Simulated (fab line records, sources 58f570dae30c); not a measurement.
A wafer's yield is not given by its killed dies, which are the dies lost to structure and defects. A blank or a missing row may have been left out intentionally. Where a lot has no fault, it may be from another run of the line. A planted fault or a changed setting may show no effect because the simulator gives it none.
Which of the tools did it?    flow berkeleyCmos170    7 lots, 21 wafers sampled, at 4 steps of a route of 331

WHAT EACH GAUGE READ, for each wafer
UCB170_V2_CD_MEAS_12: target cd 700 nm.
lot   measured      on        cdNm (nm)
L909  day 7 15:34   cdSem-01  700.2 699.4 698.9
L912  day 8 15:50   cdSem-01  701.7 701.6 700.8
L914  day 9 04:15   cdSem-01  701.0 700.5 699.5
L919  day 10 04:56  cdSem-01  698.8 698.2 697.2
L923  day 11 12:27  cdSem-01  701.1 700.6 699.8
L924  day 11 13:32  cdSem-01  708.8 709.2 708.4
L926  day 11 13:00  cdSem-02  706.2 707.0 707.6

EACH LOT AND THE TOOL THAT RAN IT (in order: tool; ch and the chambers of the sampled wafers; start)
lot   UCB170_PFIELD_STRIP_08              UCB170_SPACER_ETCHBACK_03          UCB170_V2_PEB_10
L909  plasmaAsher-01 ch 0,1, day 4 13:39  rieDiel-01 ch 0,1,3, day 6 14:32   lithoTrack-03 ch 0, day 7 15:17
L912  plasmaAsher-03 ch 0,1, day 5 14:35  rieDiel-03 ch 0,3, day 7 13:53     lithoTrack-03 ch 0, day 8 15:20
L914  plasmaAsher-01 ch 0,1, day 6 00:08  rieDiel-04 ch 0,1,3, day 8 04:43   lithoTrack-02 ch 0, day 9 03:58
L919  plasmaAsher-03 ch 0,1, day 6 15:52  rieDiel-01 ch 0,1, day 9 01:23     lithoTrack-04 ch 0, day 10 04:40
L923  plasmaAsher-03 ch 0,1, day 7 16:18  rieDiel-03 ch 0,1,2, day 10 02:05  lithoTrack-04 ch 0, day 11 12:11
L924  plasmaAsher-01 ch 0,1, day 7 16:36  rieDiel-04 ch 0,1, day 10 02:09    lithoTrack-04 ch 0, day 11 13:16
L926  plasmaAsher-03 ch 0,1, day 8 04:04  rieDiel-01 ch 1,2,3, day 10 02:09  lithoTrack-04 ch 0, day 11 12:44
- UCB170_PFIELD_STRIP_08: strips in O2.
- UCB170_SPACER_ETCHBACK_03: etches SiO2 in CHF3/CF4/Ar, stops on Si, target depth 376 nm, time 100 s.
- UCB170_V2_PEB_10

THE ANSWER, worked out from the rows above alone
Rule: the usual values come from the lots themselves. The widest of any qualifying gaps counts: lots, ordered by their means at a reading, are off when they make up no more than a third of the lots, leave a main group of 4 or more, and stand apart from it by 3 or more times the standard deviation of that group's means. The tables above print the reading to a certain number of digits; a main group whose means all agree to those digits is not used. A lot without any number at a reading at which 4 lots or more have one is off too. The other lots that the step has rows for count as sound.
Off: L924, L926, at UCB170_V2_CD_MEAS_12 (cdNm). Mean 700.0 nm and standard deviation 1.1 in the main group.
A tool fits if, at a process step before that reading, it ran every lot that is off, and no sound lot after the first of them. The gauges at UCB170_V2_CD_MEAS_12 are tried like those tools. One fits: lithoTrack-04 at UCB170_V2_PEB_10. A fault onset in the window from L923 (day 11 12:11, its last sound lot) to L926 (day 11 12:44, its first lot off) fits.

WHAT WAS PUT IN BY THE SIMULATOR
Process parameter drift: lithoTrack-04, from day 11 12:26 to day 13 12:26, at UCB170_V2_PEB_10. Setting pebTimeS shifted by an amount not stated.
Lots struck among those shown: L926, L924. Same finding as the rule above.
